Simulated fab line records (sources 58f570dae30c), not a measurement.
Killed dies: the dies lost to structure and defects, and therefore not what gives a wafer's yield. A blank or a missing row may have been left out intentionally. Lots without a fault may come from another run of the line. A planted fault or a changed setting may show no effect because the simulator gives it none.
2 desks, one fault | flow berkeley cmos170 | only its own numbers are on each desk; what lay behind them is given at the end

AT THE METROLOGY DESK
Means of the sampled wafers that have a number, per lot and without regard to the tool the lot ran on: this is what the gauges read. If a lot's mean is further than 4 standard deviations from the usual mean, the lot is out of limits and carries the mark OUT (the distance appears in the brackets).
Columns: A = NVT_OVL at UCB170_NVT_OVL_MEAS_06, usual 1 nm; B = NVT_TW at UCB170_NVT_TW_MEAS_09, usual 529; C = PVT_OVL at UCB170_PVT_OVL_MEAS_06, usual 3 nm
lot  | first seen here | A  | B   | C
L885 | day 7 18:14     | 3  | 534 | -0
L890 | day 8 18:28     | 4  | 530 | 0
L889 | day 8 18:41     | 4  | 529 | 7
L891 | day 9 04:23     | 12 | 527 | 2
L894 | day 9 19:13     | 3  | 523 | 8
L898 | day 10 14:58    | 2  | 532 | 1
L897 | day 10 15:10    | 3  | 529 | 7
This desk's verdict: no lot among the 7 shows anything out of limits.

FOR THE TOOL OWNER'S DESK: implanter-03
UCB170_PVT_IMPLANT_07, tool's own readings: per-lot mean of the sampled wafers with a number, covering each lot this tool ran. If a lot's mean is further than 4 standard deviations from the usual mean, the lot is out of limits and carries the mark OUT (the distance appears in the brackets).
Columns: A = beam on s at UCB170_PVT_IMPLANT_07, usual 9.98 s; B = dose ions cm2 at UCB170_PVT_IMPLANT_07, usual 2.0001e+12; C = faraday current uA at UCB170_PVT_IMPLANT_07, usual 6.36
lot  | first seen here | A     | B                    | C
L885 | day 7 21:41     | 10.01 | 2.0016e+12           | 6.35
L889 | day 8 20:50     | 9.68  | 2.1165e+12 (+51) OUT | 6.95 (+4.9) OUT
L891 | day 9 06:18     | 9.97  | 2.1218e+12 (+53) OUT | 6.77
L894 | day 9 22:55     | 10.06 | 2.1213e+12 (+53) OUT | 6.69
Finding of this desk: L889, L891, L894 out of limits; the first was L889 at day 8 20:50, on dose ions cm2 at UCB170_PVT_IMPLANT_07. L885 stayed within limits.

PUT TOGETHER
On L889, L891, L894, at day 8 20:50, an alarm was possible from the tool owner's desk.
Nothing out of limits was seen by the metrology desk.
The metrology desk has L889, L891, L894 on record, within its limits.
All the named lots went through UCB170_PVT_IMPLANT_07 on implanter-03.

WHAT THE SIMULATOR HAD INSERTED
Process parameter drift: implanter-03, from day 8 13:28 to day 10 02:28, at UCB170_PVT_IMPLANT_07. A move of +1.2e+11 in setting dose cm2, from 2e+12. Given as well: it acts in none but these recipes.
Shown lots that were struck: L889, L891, L894.
Time in hours from fault onset to the first out-of-limits reading at each desk: the tool owner's desk, 7.
